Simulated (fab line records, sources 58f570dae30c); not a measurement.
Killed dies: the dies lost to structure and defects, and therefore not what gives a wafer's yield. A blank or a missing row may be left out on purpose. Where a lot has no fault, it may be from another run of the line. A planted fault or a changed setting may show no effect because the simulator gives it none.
Which of the tools did it? || flow berkeley cmos170 || 18 wafers from 6 lots sampled at 3 of the route's 331 steps

WHAT THE GAUGES READ, wafer by wafer
UCB170_V1_THK_MEAS_01.
{"lot": "L679", "measured": "day 7 15:16", "on": "film metro-04", "V1_TEOS_THK (nm)": "2022 2032 2019"}
{"lot": "L682", "measured": "day 8 01:23", "on": "film metro-02", "V1_TEOS_THK (nm)": "1978 1988 2008"}
{"lot": "L687", "measured": "day 9 00:28", "on": "film metro-04", "V1_TEOS_THK (nm)": "1990 2041 2041"}
{"lot": "L693", "measured": "day 10 16:08", "on": "film metro-02", "V1_TEOS_THK (nm)": "1983 1977 2020"}
{"lot": "L697", "measured": "day 10 20:54", "on": "film metro-04", "V1_TEOS_THK (nm)": "1986 1984 2032"}
{"lot": "L700", "measured": "day 12 03:48", "on": "film metro-02", "V1_TEOS_THK (nm)": "2017 2009 2010"}

EACH LOT AND THE TOOL THAT RAN IT (in order: tool; ch and the chambers of the sampled wafers; start)
{"lot": "L679", "UCB170_SPACER_ETCHBACK_03": "rie diel-04 ch 0,2,3, day 6 21:10", "UCB170_V1_CVD_00": "pecvd-01 ch 0,1,2, day 7 15:07"}
{"lot": "L682", "UCB170_SPACER_ETCHBACK_03": "rie diel-03 ch 0,1,3, day 7 04:41", "UCB170_V1_CVD_00": "pecvd-03 ch 0,1, day 8 01:14"}
{"lot": "L687", "UCB170_SPACER_ETCHBACK_03": "rie diel-01 ch 0,2,3, day 8 06:23", "UCB170_V1_CVD_00": "pecvd-01 ch 0,2, day 9 00:18"}
{"lot": "L693", "UCB170_SPACER_ETCHBACK_03": "rie diel-03 ch 0,2,3, day 9 22:34", "UCB170_V1_CVD_00": "pecvd-04 ch 1,2, day 10 15:59"}
{"lot": "L697", "UCB170_SPACER_ETCHBACK_03": "rie diel-03 ch 0,1,2, day 10 03:58", "UCB170_V1_CVD_00": "pecvd-01 ch 0,1, day 10 20:44"}
{"lot": "L700", "UCB170_SPACER_ETCHBACK_03": "rie diel-03 ch 2,3, day 11 05:37", "UCB170_V1_CVD_00": "pecvd-04 ch 1,2, day 12 03:38"}
- UCB170_SPACER_ETCHBACK_03: etches SiO2 in CHF3/CF4/Ar, stops on Si, target depth 376 nm, time 100 s.
- UCB170_V1_CVD_00: deposits SiO2 from TEOS/O2, target thk 2000 nm, time 250 s.

THE ANSWER, worked out from the rows above alone
Rule: usual is defined by the lots themselves. Put in order of their means at a reading, lots are off if they are a third of the lots or fewer, leave a main group of 4 or more, and stand apart from it by a gap of 3 or more times the standard deviation of the main group's means; of several such gaps the widest counts. If all means in a main group match to the digits the tables above print for the reading, that group is not used. A lot without any number at a reading at which 4 lots or more have one is off too. Where the step has rows for the other lots, those lots are counted as sound.
Nothing can be told from this: no lot is off at any reading shown.

WHAT THE SIMULATOR HAD INSERTED
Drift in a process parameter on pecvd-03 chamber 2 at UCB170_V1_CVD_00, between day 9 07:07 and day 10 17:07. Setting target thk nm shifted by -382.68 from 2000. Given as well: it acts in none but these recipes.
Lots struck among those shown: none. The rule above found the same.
